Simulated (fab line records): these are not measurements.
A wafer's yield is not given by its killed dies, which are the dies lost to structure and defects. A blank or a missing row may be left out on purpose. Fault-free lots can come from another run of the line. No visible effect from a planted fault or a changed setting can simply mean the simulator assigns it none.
2 desks, one fault | flow berkeleyCmos170 | each desk holds nothing but its own numbers, with what lay behind them at the end

## AT THE TOOL OWNER'S DESK: rieDiel-02
The tool's own readings at UCB170_PWELL_ETCH_14 (etches Si3N4 in CH3F/Ar/O2, stops on SiO2, target depth 242 nm, time 151 s): means of the sampled wafers that have a number, for each lot that ran on this tool. A lot is out of limits, marked OUT, if its mean lies more than 4 standard deviations from the usual mean; the brackets give that distance.
Columns: A = drypumpMotorCurrentA at UCB170_PWELL_ETCH_14, usual 5.8 A; B = oesProductAu at UCB170_PWELL_ETCH_14, usual 0.939 a.u.; C = throttleValvePct at UCB170_PWELL_ETCH_14, usual 8.01 %
lot  | first seen here | A   | B                | C
L265 | day 3 10:44     | 5.5 | 0.943            | 8.01
L266 | day 3 15:00     | 5.4 | 0.955            | 7.99
L268 | day 4 00:23     | 5.3 | 0.878 (-4.0) OUT | 7.97
L269 | day 4 08:20     | 5.7 | 0.881            | 7.96
L279 | day 7 02:15     | 5.8 | 0.953            | 7.87
L282 | day 7 02:48     | 5.3 | 0.947            | 7.97
This desk's finding: out of limits on L268; first on L268, day 4 00:23 (oesProductAu at UCB170_PWELL_ETCH_14). Within limits: L265, L266, L269, L279, L282.

## AT THE METROLOGY DESK
What the gauges read, lot by lot, whatever tool the lot ran on: means of the sampled wafers that have a number. A lot is out of limits, marked OUT, if its mean lies more than 4 standard deviations from the usual mean; the brackets give that distance.
Columns: A = NWELL_NITRIDE_THK at UCB170_NWELL_THK_MEAS_05, usual 224.6 nm; B = PVT_OVL at UCB170_PVT_OVL_MEAS_06, usual 1 nm
lot  | first seen here | A     | B
L262 | day 2 10:36     | 222.6 | -2
L264 | day 2 16:36     | 226.8 | -1
L265 | day 2 16:38     | 224.0 | 3
L266 | day 2 18:25     | 223.7 | -1
L267 | day 3 06:00     | 225.7 | 5
L268 | day 3 06:01     | 224.6 | 6
L269 | day 3 16:08     | 222.5 | 4
L271 | day 4 01:19     | 223.8 | 1
L275 | day 4 19:42     | 226.2 | 6
L280 | day 5 21:58     | 224.3 | 8
L279 | day 5 22:02     | 226.3 | 2
L282 | day 6 10:55     | 226.6 | 7
L283 | day 6 16:19     | 225.4 | -0
L284 | day 6 16:19     | 224.8 | 1
This desk's finding: nothing out of limits on any of the 14 lots.

## TAKEN TOGETHER
The tool owner's desk had the chance to raise an alarm at day 4 00:23 on L268.
Metrology desk: nothing out of limits seen.
The metrology desk holds a record of L268, inside its limits.
UCB170_PWELL_ETCH_14 was run on rieDiel-02 by each of the lots named.

## WHAT THE SIMULATOR PUT IN
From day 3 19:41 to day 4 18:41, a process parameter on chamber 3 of rieDiel-02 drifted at UCB170_PWELL_ETCH_14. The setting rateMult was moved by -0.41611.
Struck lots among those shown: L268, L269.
Hours from the fault's start to each desk's first reading out of limits: the tool owner's desk, 5.
